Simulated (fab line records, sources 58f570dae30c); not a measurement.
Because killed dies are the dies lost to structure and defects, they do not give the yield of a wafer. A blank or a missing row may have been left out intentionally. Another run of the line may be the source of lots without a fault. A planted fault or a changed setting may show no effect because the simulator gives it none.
Split-lot trial	flow berkeleyCmos170	5 lots, 23 wafers read, on a route of 331 steps

== THE SPLIT ==
At UCB170_V1_CVD_00 (deposits SiO2 from TEOS/O2, target thk 2000 nm, time 250 s), the setting timeS was moved away from the recipe's 250 s on 10 of the 23 wafers read, by -14.8% to +8.4%. The other wafers ran this setting at the recipe's value.

There is no step in the file separating the split from the reading.

== THE READING ==
V1_TEOS_THK in nanometres, read at UCB170_V1_THK_MEAS_01. Typical for fault-free wafers on this fab line: 2006 nm, with standard deviation 28 nm.

wafer	tool, chamber at the split	timeS as run, s	against the recipe	V1_TEOS_THK, nm	against lot-mates on the recipe
L078.1	pecvd-02, 2	250	recipe	1986	-
L078.2	pecvd-02, 0	250	recipe	1963	-
L078.4	pecvd-02, 1	250	recipe	1996	-
L079.2	pecvd-04, 2	213.1	-14.8%	1697	-328
L079.3	pecvd-04, 1	213.1	-14.8%	1698	-327
L079.4	pecvd-04, 1	250	recipe	2000	-
L079.5	pecvd-04, 0	250	recipe	2050	-
L079.6	pecvd-04, 2	213.1	-14.8%	1705	-320
L081.1	pecvd-02, 1	250	recipe	1966	-
L081.2	pecvd-02, 0	250	recipe	1972	-
L081.4	pecvd-02, 0	221	-11.6%	1790	-199
L081.5	pecvd-02, 2	250	recipe	2030	-
L081.6	pecvd-02, 1	221	-11.6%	1771	-218
L082.2	pecvd-04, 1	271.1	+8.4%	2167	+166
L082.3	pecvd-04, 2	250	recipe	1979	-
L082.4	pecvd-04, 1	250	recipe	2022	-
L082.5	pecvd-04, 0	271.1	+8.4%	2199	+198
L082.6	pecvd-04, 2	271.1	+8.4%	2181	+180
L084.1	pecvd-02, 0	230.2	-7.9%	1846	-171
L084.2	pecvd-02, 1	250	recipe	1993	-
L084.3	pecvd-02, 2	230.2	-7.9%	1847	-170
L084.4	pecvd-02, 1	250	recipe	2017	-
L084.6	pecvd-02, 0	250	recipe	2042	-

THE FIT
A straight line over all 23 wafers: V1_TEOS_THK changes by +20.3 nm for each +1% of timeS; r = +0.99; the points scatter about the line by 23 nm.
The same after taking each lot's own level away (the mean of its wafers on the recipe; 23 wafers): +21.1 nm for each +1%; r = +0.99; scatter 22 nm.
On that fit, the largest move of timeS shifts the reading by 3.1e+02 nm.
The lots' own levels span 1981.7 to 2025.0 nm, that is 1.5 times the standard deviation above.
Hence the lot-to-lot level has little effect on the slope; both slopes agree.
Check: for one of the wafers moved furthest among these (-14.8%), held out of the fit, the line's prediction against its lot-mates is -306 nm. It came out at -328 nm against them.

== OTHER SPLITS APPLIED TO THESE WAFERS ==
Before the reading, these wafers also passed through other splits. Each is held against what the fit with the lots' levels taken away leaves over:
other split on the same wafers	wafers away from the commonest value	r with V1_TEOS_THK (lot level and that fit taken away)
UCB170_NLDD_IMPLANT_09 doseCm2	4	+0.61
UCB170_PSD_EXPOSE_03 doseMj	10	-0.07
UCB170_PSD_IMPLANT_08 doseCm2	6	-0.25
UCB170_NSD_IMPLANT_08 doseCm2	4	-0.27

== THE WHOLE CHAIN: every reading that the file lists as answering this split, in the file's order ==
step	what it does	reading	change (the file's fit)	r (the file's)
UCB170_V1_CVD_00	deposits SiO2 from TEOS/O2, target thk 2000 nm, time 250 s	SiO2_of_V1_CVD_00.thkNm (the simulator's own value, which no gauge read)	+20.8 nm for each +1% of the setting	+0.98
UCB170_V1_THK_MEAS_01		V1_TEOS_THK	+20.8 for each +1% of the setting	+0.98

== THE FILE'S OWN FIT ==
V1_TEOS_THK changes by +20.8 nm for each +1% of timeS, r = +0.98.
